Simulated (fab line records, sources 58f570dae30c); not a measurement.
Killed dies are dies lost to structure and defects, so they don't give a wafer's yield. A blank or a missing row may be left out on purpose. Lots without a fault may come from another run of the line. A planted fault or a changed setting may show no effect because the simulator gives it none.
fab line records | flow berkeley_cmos170
record lots=5 wafers=23
route steps=331 shown M3@322
start_h: hours from the record's first day to the start of the lot's first wafer shown | wait_h: hours since the lot's step before | " the same as in the row above | L1.1+2: a row that stands for several wafers | - no value, or no start given | * or withheld: withheld | < > ~ a bound
route shown NAME@n: a module of which the file shows steps, and the number in the route of the first | usual: mean/standard deviation of fault-free wafers | same: alike in all rows | chamber/n: place in a boat | sites: the reading at each site | _std_site: their standard deviation | _edge_site: outer sites' mean less inner sites' | radius_mm: how far each site lies from the wafer's centre | mask NAME#n: copy n | behind: the tool/chamber that last shaped the wafer | hold: why the lot was held/for how many hours/how that ended | device: the transistor (n, p or np) that didn't switch | end of line: the same wafers' tests at the end of the route | a step without rows: its recipe alone | killed: dies lost to structure and defects at the first sort, not the wafer's yield | map: a wafer's dies, x killed, . not, _ none there
set.NAME: the setting as run; set.NAME@STEP: as run at that earlier step | model.NAME: the simulator's own value behind a step, which no gauge read
lots whose settings were changed on purpose; a table a step, a row a wafer
## steps
# step UCB170_M3_PEB_13
# recipe peb_temp_c=130 peb_time_s=withheld resist=KrF
# columns lot.wafer tool chamber start_h wait_h set.peb_temp_c
L074.1+2+6 litho_track-01 0 164.39 1.0 130
L074.4+5 " 0 " " 131.8
L076.2+3+6 litho_track-02 0 172.13 0.4 130
L075.1+2+3+4+5 litho_track-01 0 - - 130
L079.1+3+4+5+6 litho_track-02 0 197.41 0.4 130
L082.1+3+4 litho_track-01 0 205.45 0.1 132
L082.2+5 " 0 " " 130
# step UCB170_M3_DEVELOP_14
# recipe developer=TMAH develop_time_s=45 resist=KrF dev_temp_c=21
# step UCB170_M3_CD_MEAS_15
# recipe target_cd_nm=700
# usual cd_nm=699.9/1.3
# columns lot.wafer tool chamber start_h wait_h set.peb_temp_c@M3_PEB_13 cd_nm
L074.1 cd_sem-01 - 164.66 - 130 701.0
L074.2 " - " " 130 700.4
L074.4 " - " " 131.8 689.7
L074.5 " - " " 131.8 689.2
L074.6 " - " " 130 700.4
L076.2 cd_sem-01 - 172.40 - 130 699.1
L076.3 " - " " 130 699.3
L076.6 " - " " 130 699.5
L075.1 cd_sem-01 - 174.34 - 130 700.0
L075.2 " - " " 130 699.1
L075.3 " - " " 130 698.2
L075.4 " - " " 130 699.1
L075.5 " - " " 130 700.7
L079.1 cd_sem-01 - 197.72 - 130 701.0
L079.3 " - " " 130 699.9
L079.4 " - " " 130 699.9
L079.5 " - " " 130 698.0
L079.6 " - " " 130 700.3
L082.1 cd_sem-02 - 205.72 - 132 687.0
L082.2 " - " " 130 699.3
L082.3 " - " " 132 689.3
L082.4 " - " " 132 686.8
L082.5 " - " " 130 699.6
# step UCB170_M3_ETCH_17
# recipe chemistry=N2/H2 target_depth_a=withheld overetch_a=withheld target=BARC time_s=withheld source_w=500 bias_w=100 pressure_mtorr=30 n2_flow_sccm=100 h2_flow_sccm=200
# columns lot.wafer tool chamber start_h wait_h set.peb_temp_c@M3_PEB_13 model.M3.cd_nm
L074.1 rie_diel-02 2 164.82 0.0 130 700.4
L074.2 " 0 " " 130 698.4
L074.4 " 3 " " 131.8 690.2
L074.5 " 1 " " 131.8 688.2
L074.6 " 0 " " 130 698.2
L076.2 rie_diel-04 2 172.54 0.0 130 699.7
L076.3 " 3 " " 130 699.9
L076.6 " 0 " " 130 699.6
L075.1 rie_diel-02 1 174.50 0.0 130 698.4
L075.2 " 2 " " 130 698.5
L075.3 " 0 " " 130 696.4
L075.4 " 3 " " 130 699.5
L075.5 " 1 " " 130 699.4
L079.1 rie_diel-01 2 197.87 0.0 130 700.7
L079.3+4 " 3,2 " " 130 700.2
L079.5 " 2 " " 130 698.7
L079.6 " 3 " " 130 700.3
L082.1 rie_diel-01 3 205.88 0.0 132 687.2
L082.2 " 0 " " 130 699.3
L082.3 " 1 " " 132 688.8
L082.4 " 3 " " 132 687
L082.5 " 1 " " 130 699
## key
split step=UCB170_M3_PEB_13 setting=peb_temp_c stated=130 by=wafer
response step=UCB170_M3_CD_MEAS_15 reading=cd_nm change=-7.8 per=1% r=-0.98
response step=UCB170_M3_ETCH_17 reading=model.M3.cd_nm change=-7.3 per=1% r=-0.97
